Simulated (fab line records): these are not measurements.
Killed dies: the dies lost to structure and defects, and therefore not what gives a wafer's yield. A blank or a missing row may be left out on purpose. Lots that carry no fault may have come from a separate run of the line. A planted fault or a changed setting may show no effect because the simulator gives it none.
A struck lot beside a sound one || flow berkeley-cmos170 || 14 steps out of a route of 331
Sound: these wafers, L711.3, L711.4, L711.5. Wafers L706.1, L706.3, L706.6 were the ones struck. Last of all comes the cause.
Each step with rows lists, per side, the tool, then ch with its chambers, then its first start. Under that, the readings that differ: sound wafers || struck wafers || difference of the means || sigmas: that difference in standard deviations of wafers without a fault.
alike: readings whose means differ by less than 2 such deviations, and words and numbers that are the same on both sides. not compared: withheld readings, readings that some wafer has no value for, bounds like >300 that may hide the same value, and numbers for which the record gives no deviation and whose values overlap.
The two part at a step that has a row with sigmas, a row that says differs or no value, or rows on one side only. Numbers that don't overlap but have no deviation are shown without sigmas and don't part them. A reading missing from all wafers of one side parts the sides only when that side holds two or more wafers.

first, 2 steps without rows for these wafers: UCB170_PLDD_PEB_04; UCB170_PLDD_DEVELOP_05 (develop time 45 s).
UCB170_PLDD_CD_MEAS_06: target cd 1200 nm.
  sound on cd-sem-02 at day 12 13:59; struck on cd-sem-01 at day 11 02:25
  alike: cd-nm
UCB170_PLDD_OVL_MEAS_07:
  sound on overlay-02 at day 12 14:05; struck on overlay-01 at day 11 02:32
  alike: PLDD_OVL
then, 2 steps without rows for these wafers: UCB170_PLDD_IMPLANT_08; UCB170_PLDD_IMPLANT_09.
UCB170_PLDD_STRIP_10: strips in O2.
  sound on plasma-asher-03 ch 0,1, day 12 14:26; struck on plasma-asher-03 ch 0,1, day 11 02:52
  alike: drypump-motor-current-A, oes-product-au, strip-time-to-endpoint-s
  not compared: rf-hours-counter-h
UCB170_PLDD_TW_MEAS_11:
  sound on film-metro-02 at day 12 14:31; struck on film-metro-02 at day 11 02:58
  alike: PLDD_TW
then, 4 steps without rows for these wafers: UCB170_PLDD_CLEAN_12 (cleans in SPM, time 600 s); UCB170_NLDD_HMDS_00 (prime time 60 s); UCB170_NLDD_COAT_01 (resist thk 900 nm); UCB170_NLDD_SOFTBAKE_02 (time 60 s).
UCB170_NLDD_EXPOSE_03: exposes mask NSELECT, target cd 1200 nm.
  struck on krf-scanner-01, day 11 03:50; sound on krf-scanner-02 ch 0, day 12 15:27
  no value came back on the struck wafers for exposure-dose-mJ-cm2, focus-offset-nm (nm); on the sound wafers exposure-dose-mJ-cm2 reads 29.98 29.98 30.00
  alike: mask
then, 1 step without rows for these wafers: UCB170_NLDD_PEB_04.

## WHERE THEY PART
Within this record, at UCB170_NLDD_EXPOSE_03 only.

WHY: what had been put in by the simulator
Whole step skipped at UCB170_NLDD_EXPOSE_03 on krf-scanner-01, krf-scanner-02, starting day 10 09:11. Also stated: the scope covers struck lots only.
